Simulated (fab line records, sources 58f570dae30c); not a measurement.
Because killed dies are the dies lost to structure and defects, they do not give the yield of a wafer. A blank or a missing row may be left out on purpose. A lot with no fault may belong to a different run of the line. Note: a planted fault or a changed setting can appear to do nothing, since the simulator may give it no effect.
Struck lot and sound lot, side by side :: flow berkeley-cmos170 :: 17 out of 331 route steps
Sound: wafers L659.1, L659.2, L659.4. Struck: wafers L657.2, L657.5, L657.6. The cause is given at the end.
Order at every step that has rows: each side's tool, ch and its chambers, its first start. Under that, the readings that differ: sound wafers :: struck wafers :: difference of the means :: sigmas: that difference in standard deviations of wafers without a fault.
alike: a reading whose means differ by less than 2 such deviations, as well as words and numbers matching on both sides. not compared: withheld readings; readings where some wafer has no value; bounds like >300 that might hide an equal value; numbers whose values overlap and for which the record gives no deviation.
A row with sigmas, a row that says differs or no value, or rows on one side alone: a step with any of these is where the two part. Numbers that don't overlap but have no deviation are shown without sigmas and don't part them. A reading missing from all wafers of one side parts the sides only when that side holds two or more wafers.

UCB170_SACOX_THK_MEAS_02:
  struck on film-metro-01, day 10 11:14; sound on film-metro-01, day 11 01:52
  alike: SACOX_OXIDE_THK
then, 2 steps without rows for these wafers: UCB170_SCREENOX_WET_ETCH_00 (etches SiO2 in dHF, time 200 s); UCB170_SCREENOX_OXIDATION_01 (target thk 14.4 nm, ox time 2400 s).
UCB170_SCREENOX_THK_MEAS_02:
  struck on film-metro-04, day 10 17:13; sound on film-metro-02, day 11 06:58
  alike: SCREENOX_OXIDE_THK
then, 7 steps without rows for these wafers: UCB170_SCREENOX_ANNEAL_03 (time 900 s); UCB170_NVT_HMDS_00 (prime time 60 s); UCB170_NVT_COAT_01 (resist thk 909.7 nm); UCB170_NVT_SOFTBAKE_02 (time 60 s); UCB170_NVT_EXPOSE_03 (exposes mask PWELL, target cd 3000 nm); UCB170_NVT_PEB_04; UCB170_NVT_DEVELOP_05 (develop time 45 s).
UCB170_NVT_OVL_MEAS_06:
  struck on overlay-02, day 11 00:13; sound on overlay-02, day 11 14:02
  alike: NVT_OVL
UCB170_NVT_IMPLANT_07:
  sound on implanter-02 ch 0, day 11 14:05; struck on implanter-04 ch 0, day 11 00:17
reading: dose-ions-cm2
sound: 3.001e+12 3e+12 2.998e+12
struck: 4.799e+12 4.797e+12 4.797e+12
difference: +1.798e+12
sigmas: +99 or more

reading: faraday-current-uA
sound: 9.57 9.51 9.81
struck: 15.04 15.44 15.23
difference: +5.61
sigmas: +31
  alike: tilt-deg
UCB170_NVT_STRIP_08: strips in O2.
  sound on plasma-asher-03 ch 0,1, day 11 14:14; struck on plasma-asher-04 ch 0,1, day 11 00:24
  alike: drypump-motor-current-A, oes-product-au, strip-time-to-endpoint-s
  not compared: rf-hours-counter-h
UCB170_NVT_TW_MEAS_09:
  struck on film-metro-04, day 11 00:31; sound on film-metro-01, day 11 14:20
reading: NVT_TW
sound: 532 529 529
struck: 620 618 618
difference: +89
sigmas: +16
then, 1 step without rows for these wafers: UCB170_NVT_CLEAN_10 (cleans in SPM, time 600 s).
-- the record jumps here: 2 days lie between the struck wafers' starts before and after (it left off in module NVT and takes up again in module M3, whose first step shown is number 331 of the route) --
UCB170_M3_PROBE_99:
  struck on prober-02, day 13 12:26; sound on prober-01, day 14 00:34
reading: model.etest.nmos_0p6.r-on-ohm-um
sound: 2297 2268 2317
struck: 2455 2482 2503
difference: +186
sigmas: 

reading: model.etest.nmos_0p35.r-on-ohm-um
sound: 1475 1468 1479
struck: 1559 1581 1578
difference: +99
sigmas: 

reading: model.etest.nmos-turned.drive-ua-um
sound: 565.8 571.6 563.2
struck: 506.7 505.5 508.1
difference: -60.1
sigmas: 

reading: model.etest.nmos_0p35.drive-ua-um
sound: 556.6 568.4 557.1
struck: 496.5 493.6 500.6
difference: -63.8
sigmas: 

reading: model.etest.nmos_0p6.drive-ua-um
sound: 412.1 419.9 411.8
struck: 361.6 362.8 361.8
difference: -52.5
sigmas: 

reading: model.etest.nmos-narrow.drive-ua-um
sound: 357.2 353.6 352.9
struck: 304.5 301.9 299.4
difference: -52.6
sigmas: 

reading: model.etest.nldd.line-ohm-um
sound: 1241 1253 1251
struck: 1318 1336 1310
difference: +73
sigmas: 

reading: model.etest.nldd.rs-ohm-sq
sound: 783.3 779.5 778.5
struck: 805.1 796.2 796.2
difference: +18.7
sigmas: 

WHERE THEY PART
At UCB170_NVT_IMPLANT_07 first; at UCB170_NVT_TW_MEAS_09 last (within this record only).

WHY: what the simulator had put in
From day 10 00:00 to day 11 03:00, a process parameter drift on implanter-04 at UCB170_NVT_IMPLANT_07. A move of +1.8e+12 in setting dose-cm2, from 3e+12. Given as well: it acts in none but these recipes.
